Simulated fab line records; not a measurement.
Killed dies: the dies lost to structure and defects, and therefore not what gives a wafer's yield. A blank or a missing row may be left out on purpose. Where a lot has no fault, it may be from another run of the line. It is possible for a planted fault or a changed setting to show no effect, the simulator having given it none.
Code-filled problem report in 8D (eight disciplines) form | flow rit_cmos | the parts of the form that need people (team, actions taken, sign-off) are left out

1. PROBLEM STATEMENT
Mean ACTIVE_OXIDE_THK at RIT_ACTIVE_THK_MEAS_02: 58.2 nm over 9 wafers in 3 lots; fault-free wafers: 46.1 nm, standard deviation 0.74. Measured from the usual mean, that is +16 standard deviations.
First observed at day 3 07:05: wafer L350.1, on film_metro-01. The record holds 45 wafers of 15 lots with a number at this step. By rule, "out" or "out of limits" means more than 4 standard deviations away from the usual mean. The rest of the wafers with a number are treated as sound.

2. WHAT IT IS, WHAT IT ISN'T
question                    | is                           | is not
which readings at this step | ACTIVE_OXIDE_THK             | -
which lots                  | L350, L351, L353             | L342, L343, L344, L346, L347, L348, L349, L357, L358, L360, L363, L364
which wafers of those lots  | all that have a number       | -
read on which gauges        | film_metro-01, film_metro-04 | film_metro-03
when                        | from day 3 07:05             | up to then (21 sound wafers); but 15 sound wafers of L357, L358, L360, L363, L364 came after

3. WHAT RULES OUT EACH SUSPECT
Counting: a tool stays on the suspect list if, at a process step up to the reading, it processed all lots that are out and no sound lot following the first of them.
- the gauge at RIT_ACTIVE_THK_MEAS_02: ruled out. Those wafers that are out were read across 2 gauges (film_metro-01, film_metro-04).
- furnace-03 at RIT_ACTIVE_OXIDATION_01 (target thk 46.8 nm, ox time 3360 s): kept. It processed each lot that is out, first L350 at day 3 05:08, and no sound lot thereafter; up to then, the last sound lot it processed was L349 at day 3 01:39. On those wafers its own readings are out: spike_tc_centre_C, spike_tc_load_C, spike_tc_source_C, tube_center_temp_C, tube_center_temp_C_max.
After counting, what remains is furnace-03 at RIT_ACTIVE_OXIDATION_01.

4. THE CAUSE (what the simulator had put in)
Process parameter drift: furnace-03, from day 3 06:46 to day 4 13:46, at RIT_ACTIVE_OXIDATION_01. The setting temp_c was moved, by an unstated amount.
Counting left only this tool.

5. THE EFFECT CHAIN, in route order
One row per reading whose mean, taken over the struck wafers that have a number, lies over 3 standard deviations from the usual. Readings are gone through only where the record gives a usual standard deviation; hours: the median, over the lots, of the time from a lot's start at the first step in this table giving one to that lot's start at this step; sigmas: the change measured in usual standard deviations.
hours | step                    | reading                | usual    | on struck wafers | change | sigmas
0     | RIT_ACTIVE_OXIDATION_01 | spike_tc_centre_C      | 1002.7 C | 1030.6           | +27.9  | +12
0     | RIT_ACTIVE_OXIDATION_01 | spike_tc_load_C        | 1028.3 C | 1055.3           | +27.0  | +14
0     | RIT_ACTIVE_OXIDATION_01 | spike_tc_source_C      | 1026.0 C | 1049.9           | +23.9  | +11
0     | RIT_ACTIVE_OXIDATION_01 | tube_center_temp_C     | 999.99 C | 1024.98          | +24.99 | +99 or more
0     | RIT_ACTIVE_OXIDATION_01 | tube_center_temp_C_max | 1002.6   | 1027.6           | +25.0  | +58
2     | RIT_ACTIVE_THK_MEAS_02  | ACTIVE_OXIDE_THK       | 46.1 nm  | 58.2             | +12.1  | +16
The process steps in it:
- RIT_ACTIVE_OXIDATION_01: target thk 46.8 nm, ox time 3360 s.
At these later measuring or inspecting steps, every struck wafer for which the step has a row has a number for every such reading, and none has moved that far: RIT_M1_CD_MEAS_90.

6. HOW IT WOULD HAVE BEEN CAUGHT EARLIER
Counted from the fault's start at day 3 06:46, it took 0 hours until the first out-of-limits reading at a measuring or inspecting step in this record, taken at day 3 07:05.
Tool's own readings at RIT_ACTIVE_OXIDATION_01, spike_tc_centre_C, spike_tc_load_C, spike_tc_source_C, tube_center_temp_C, tube_center_temp_C_max: out on all struck wafers the step has rows for; an alarm limit on them would have tripped on the first.
Lots out: 3; of these, L351, L353 started RIT_ACTIVE_OXIDATION_01 on furnace-03 after day 3 07:05. A hold on the tool at that time would have spared those 2.
